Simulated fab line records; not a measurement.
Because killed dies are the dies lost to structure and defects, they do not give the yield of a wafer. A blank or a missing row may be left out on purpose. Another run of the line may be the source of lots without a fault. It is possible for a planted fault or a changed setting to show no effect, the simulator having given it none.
Check of tool commonality | flow ritCmos | Sample size 14 lots and 42 wafers

## REASON IT WAS OPENED
RIT_NSD_TW_MEAS_10, reading NSD_TW: flagged on 2 of 14 lots. Fault-free wafers read 3101, with a standard deviation of 46.
Rule: a lot is flagged in two cases, either no wafer of it has a number, or all its wafers with numbers fall more than 4 standard deviations from that mean. The other lots count as sound.

lot  | measured    | on           | NSD_TW, wafer by wafer | flag
L892 | day 3 03:47 | filmMetro-02 | 3073 3086 3075         | 
L893 | day 3 10:44 | filmMetro-01 | 3031 3029 3023         | 
L894 | day 3 15:05 | filmMetro-04 | 3117 3123 3139         | 
L895 | day 3 21:46 | filmMetro-04 | 3140 3137 3153         | 
L896 | day 4 02:19 | filmMetro-02 | 3076 3069 3055         | 
L897 | day 4 06:40 | filmMetro-04 | 3189 3156 3167         | 
L898 | day 4 10:47 | filmMetro-04 | 3137 3151 3147         | 
L903 | day 5 21:01 | filmMetro-04 | 3150 3158 3141         | 
L906 | day 6 07:26 | filmMetro-01 | 3020 3026 3038         | 
L907 | day 6 11:13 | filmMetro-02 | 3115 3104 3103         | 
L911 | day 7 03:35 | filmMetro-01 | 2806 2797 2811         | FLAGGED
L912 | day 7 07:57 | filmMetro-01 | 3028 3030 3017         | 
L913 | day 7 15:18 | filmMetro-02 | 2849 2853 2854         | FLAGGED
L914 | day 7 22:11 | filmMetro-04 | 3175 3157 3162         | 
The mean of the flagged lots' numbers is 2828, -273 from the usual (-6 standard deviations).

## WHICH TOOL EACH LOT WENT THROUGH
The record holds 1 process step before the reading, out of a route of 202 steps. In each cell: the tool, then ch and the chambers that the sampled wafers went through, then the start.
lot  | flag    | RIT_NSD_IMPLANT_08
L892 |         | implanter-01 ch 0, day 3 03:28
L893 |         | implanter-01 ch 0, day 3 10:27
L894 |         | implanter-03 ch 0, day 3 14:47
L895 |         | implanter-02 ch 0, day 3 21:26
L896 |         | implanter-01 ch 0, day 4 02:01
L897 |         | implanter-02 ch 0, day 4 06:23
L898 |         | implanter-01 ch 0, day 4 10:28
L903 |         | implanter-02 ch 0, day 5 20:37
L906 |         | implanter-03 ch 0, day 6 07:08
L907 |         | implanter-02 ch 0, day 6 10:53
L911 | FLAGGED | implanter-02 ch 0, day 7 03:18
L912 |         | implanter-03 ch 0, day 7 07:38
L913 | FLAGGED | implanter-02 ch 0, day 7 14:59
L914 |         | implanter-01 ch 0, day 7 21:53
What these steps do:
- RIT_NSD_IMPLANT_08
- RIT_NSD_TW_MEAS_10

## FLAGGED AGAINST TOTAL, ONE TOOL AT A TIME (gauges that did the reading follow at the end)
step               | tool         | lots run | flagged | share of the flagged lots | sound lots run after its first flagged lot
RIT_NSD_IMPLANT_08 | implanter-01 | 5        | 0       | none                      | -
RIT_NSD_IMPLANT_08 | implanter-02 | 6        | 2       | all                       | 0
RIT_NSD_IMPLANT_08 | implanter-03 | 3        | 0       | none                      | -
RIT_NSD_TW_MEAS_10 | filmMetro-01 | 4        | 1       | some                      | 1 (L912)
RIT_NSD_TW_MEAS_10 | filmMetro-02 | 4        | 1       | some                      | 0
RIT_NSD_TW_MEAS_10 | filmMetro-04 | 6        | 0       | none                      | -

## WHAT THE TABLE ALLOWS
1 row of the table ran every flagged lot: implanter-02 at RIT_NSD_IMPLANT_08.
- implanter-02 at RIT_NSD_IMPLANT_08: 2 of its 6 lots flagged. A fault beginning between L907 (day 6 10:53), its last sound lot, and L911 (day 7 03:18), its first flagged one, fits the data. Its own readings (doseIonsCm2, faradayCurrentUA) fall more than 4 standard deviations out on all wafers of the flagged lots.
What remains is a single tool, implanter-02 at RIT_NSD_IMPLANT_08.

## WHAT THE SIMULATOR HAD PUT IN
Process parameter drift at RIT_NSD_IMPLANT_08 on implanter-02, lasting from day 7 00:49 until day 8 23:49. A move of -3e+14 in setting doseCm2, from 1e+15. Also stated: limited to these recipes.
Lots struck among those shown: L911, L913. The rule given above showed the same thing.
